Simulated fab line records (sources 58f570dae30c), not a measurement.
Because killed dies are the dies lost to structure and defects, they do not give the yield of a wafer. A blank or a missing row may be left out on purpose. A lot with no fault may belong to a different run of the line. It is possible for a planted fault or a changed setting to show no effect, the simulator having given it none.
Split-lot study || flow berkeley_cmos170 || 23 wafers read from 5 lots, route of 331 steps

## SPLIT DETAILS
At UCB170_V2_COAT_07 (resist thk 900 nm), the setting resist_thk_nm was moved away from the recipe's 900 nm on 4 of the 23 wafers read, by +3.4% to +4.4%. The other wafers ran this setting at the recipe's value.

## FROM THE SPLIT TO THE READING: what the file shows between them, 2 steps
- UCB170_V2_SOFTBAKE_08: time 60 s
- UCB170_V2_EXPOSE_09: exposes mask VIA2, target cd 700 nm

## THE READING
KrF_of_V2_COAT_07.thk_nm (the simulator's own value, which no gauge read), in nm, at UCB170_V2_ETCH_14 (etches SiO2 in CHF3/CF4/Ar, stops on Al, target depth 1250 nm, time 291 s). No usual value for it is given in the file. Average 611.9 nm, standard deviation 4 nm, over the 19 wafers here run with the recipe.

{"wafer": "L075.1", "tool, chamber at the split": "litho_track-04, 0", "resist_thk_nm as run, nm": 900, "against the recipe": "recipe", "KrF_of_V2_COAT_07.thk_nm, nm": 613.2, "against lot-mates on the recipe": "-"}
{"wafer": "L075.2", "tool, chamber at the split": "litho_track-04, 0", "resist_thk_nm as run, nm": 939.7, "against the recipe": "+4.4%", "KrF_of_V2_COAT_07.thk_nm, nm": 652.9, "against lot-mates on the recipe": "+39.9"}
{"wafer": "L075.3", "tool, chamber at the split": "litho_track-04, 0", "resist_thk_nm as run, nm": 900, "against the recipe": "recipe", "KrF_of_V2_COAT_07.thk_nm, nm": 610.7, "against lot-mates on the recipe": "-"}
{"wafer": "L075.4", "tool, chamber at the split": "litho_track-04, 0", "resist_thk_nm as run, nm": 939.7, "against the recipe": "+4.4%", "KrF_of_V2_COAT_07.thk_nm, nm": 656.6, "against lot-mates on the recipe": "+43.6"}
{"wafer": "L075.6", "tool, chamber at the split": "litho_track-04, 0", "resist_thk_nm as run, nm": 900, "against the recipe": "recipe", "KrF_of_V2_COAT_07.thk_nm, nm": 615.2, "against lot-mates on the recipe": "-"}
{"wafer": "L074.1", "tool, chamber at the split": "litho_track-01, 0", "resist_thk_nm as run, nm": 930.3, "against the recipe": "+3.4%", "KrF_of_V2_COAT_07.thk_nm, nm": 640.7, "against lot-mates on the recipe": "+29.6"}
{"wafer": "L074.2", "tool, chamber at the split": "litho_track-01, 0", "resist_thk_nm as run, nm": 930.3, "against the recipe": "+3.4%", "KrF_of_V2_COAT_07.thk_nm, nm": 641.9, "against lot-mates on the recipe": "+30.8"}
{"wafer": "L074.3", "tool, chamber at the split": "litho_track-01, 0", "resist_thk_nm as run, nm": 900, "against the recipe": "recipe", "KrF_of_V2_COAT_07.thk_nm, nm": 611.8, "against lot-mates on the recipe": "-"}
{"wafer": "L074.4", "tool, chamber at the split": "litho_track-01, 0", "resist_thk_nm as run, nm": 900, "against the recipe": "recipe", "KrF_of_V2_COAT_07.thk_nm, nm": 609.8, "against lot-mates on the recipe": "-"}
{"wafer": "L074.6", "tool, chamber at the split": "litho_track-01, 0", "resist_thk_nm as run, nm": 900, "against the recipe": "recipe", "KrF_of_V2_COAT_07.thk_nm, nm": 611.7, "against lot-mates on the recipe": "-"}
{"wafer": "L077.1", "tool, chamber at the split": "litho_track-01, 0", "resist_thk_nm as run, nm": 900, "against the recipe": "recipe", "KrF_of_V2_COAT_07.thk_nm, nm": 616.7, "against lot-mates on the recipe": "-"}
{"wafer": "L077.2", "tool, chamber at the split": "litho_track-01, 0", "resist_thk_nm as run, nm": 900, "against the recipe": "recipe", "KrF_of_V2_COAT_07.thk_nm, nm": 616.3, "against lot-mates on the recipe": "-"}
{"wafer": "L077.3", "tool, chamber at the split": "litho_track-01, 0", "resist_thk_nm as run, nm": 900, "against the recipe": "recipe", "KrF_of_V2_COAT_07.thk_nm, nm": 615.4, "against lot-mates on the recipe": "-"}
{"wafer": "L077.4", "tool, chamber at the split": "litho_track-01, 0", "resist_thk_nm as run, nm": 900, "against the recipe": "recipe", "KrF_of_V2_COAT_07.thk_nm, nm": 601.9, "against lot-mates on the recipe": "-"}
{"wafer": "L077.6", "tool, chamber at the split": "litho_track-01, 0", "resist_thk_nm as run, nm": 900, "against the recipe": "recipe", "KrF_of_V2_COAT_07.thk_nm, nm": 619.3, "against lot-mates on the recipe": "-"}
{"wafer": "L085.4", "tool, chamber at the split": "litho_track-01, 0", "resist_thk_nm as run, nm": 900, "against the recipe": "recipe", "KrF_of_V2_COAT_07.thk_nm, nm": 611.4, "against lot-mates on the recipe": "-"}
{"wafer": "L085.5", "tool, chamber at the split": "litho_track-01, 0", "resist_thk_nm as run, nm": 900, "against the recipe": "recipe", "KrF_of_V2_COAT_07.thk_nm, nm": 611.7, "against lot-mates on the recipe": "-"}
{"wafer": "L085.6", "tool, chamber at the split": "litho_track-01, 0", "resist_thk_nm as run, nm": 900, "against the recipe": "recipe", "KrF_of_V2_COAT_07.thk_nm, nm": 607.7, "against lot-mates on the recipe": "-"}
{"wafer": "L084.1", "tool, chamber at the split": "litho_track-01, 0", "resist_thk_nm as run, nm": 900, "against the recipe": "recipe", "KrF_of_V2_COAT_07.thk_nm, nm": 614.5, "against lot-mates on the recipe": "-"}
{"wafer": "L084.2", "tool, chamber at the split": "litho_track-01, 0", "resist_thk_nm as run, nm": 900, "against the recipe": "recipe", "KrF_of_V2_COAT_07.thk_nm, nm": 610.8, "against lot-mates on the recipe": "-"}
{"wafer": "L084.3", "tool, chamber at the split": "litho_track-01, 0", "resist_thk_nm as run, nm": 900, "against the recipe": "recipe", "KrF_of_V2_COAT_07.thk_nm, nm": 606.3, "against lot-mates on the recipe": "-"}
{"wafer": "L084.4", "tool, chamber at the split": "litho_track-01, 0", "resist_thk_nm as run, nm": 900, "against the recipe": "recipe", "KrF_of_V2_COAT_07.thk_nm, nm": 613.8, "against lot-mates on the recipe": "-"}
{"wafer": "L084.5", "tool, chamber at the split": "litho_track-01, 0", "resist_thk_nm as run, nm": 900, "against the recipe": "recipe", "KrF_of_V2_COAT_07.thk_nm, nm": 608.5, "against lot-mates on the recipe": "-"}

THE FIT
A straight line over all 23 wafers: KrF_of_V2_COAT_07.thk_nm changes by +9.36 nm for each +1% of resist_thk_nm; r = +0.97; the points scatter about the line by 3.9 nm.
The same after taking each lot's own level away (the mean of its wafers on the recipe; 23 wafers): +9.28 nm for each +1%; r = +0.97; scatter 3.6 nm.
On that fit, the largest move of resist_thk_nm shifts the reading by 41 nm.
The lots' own levels span 610.27 to 613.92 nm, that is 0.9 times the standard deviation above.
So the lot-to-lot level changes the slope little: the two slopes agree.
Check: +41.4 nm against its lot-mates is what the line predicts for one of the wafers moved furthest among these (+4.4%) when that wafer is left out of the fit. Against them it came out at +39.9 nm.

## FURTHER SPLITS ON THESE WAFERS
Other splits were also applied to these wafers ahead of the reading. Each is held against what the fit with the lots' levels taken away leaves over:
{"other split on the same wafers": "UCB170_NSD_STRIP_09 power_w", "wafers away from the commonest value": 6, "r with KrF_of_V2_COAT_07.thk_nm (lot level and that fit taken away)": "+0.25"}
{"other split on the same wafers": "UCB170_SILICIDE_SPUTTER_01 time_s", "wafers away from the commonest value": 8, "r with KrF_of_V2_COAT_07.thk_nm (lot level and that fit taken away)": -0.07}
{"other split on the same wafers": "UCB170_M1_PEB_07 peb_temp_c", "wafers away from the commonest value": 9, "r with KrF_of_V2_COAT_07.thk_nm (lot level and that fit taken away)": "+0.08"}

## THE WHOLE CHAIN: every reading that the file lists as answering this split, in the file's order
{"step": "UCB170_V2_COAT_07", "what it does": "resist thk 900 nm", "reading": "KrF_of_V2_COAT_07.thk_nm (the simulator's own value, which no gauge read)", "change (the file's fit)": "+9.21 nm for each +1% of the setting", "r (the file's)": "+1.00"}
{"step": "UCB170_V2_ETCH_14", "what it does": "etches SiO2 in CHF3/CF4/Ar, stops on Al, target depth 1250 nm, time 291 s", "reading": "KrF_of_V2_COAT_07.thk_nm (the simulator's own value, which no gauge read)", "change (the file's fit)": "+9.27 nm for each +1% of the setting", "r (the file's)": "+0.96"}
{"step": "UCB170_V2_STRIP_15", "what it does": "strips in O2", "reading": "strip_time_to_endpoint_s", "change (the file's fit)": "withheld for each +1% of the setting", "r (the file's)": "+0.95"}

## FILE'S OWN FIT
KrF_of_V2_COAT_07.thk_nm changes by +9.27 nm for each +1% of resist_thk_nm, r = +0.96.
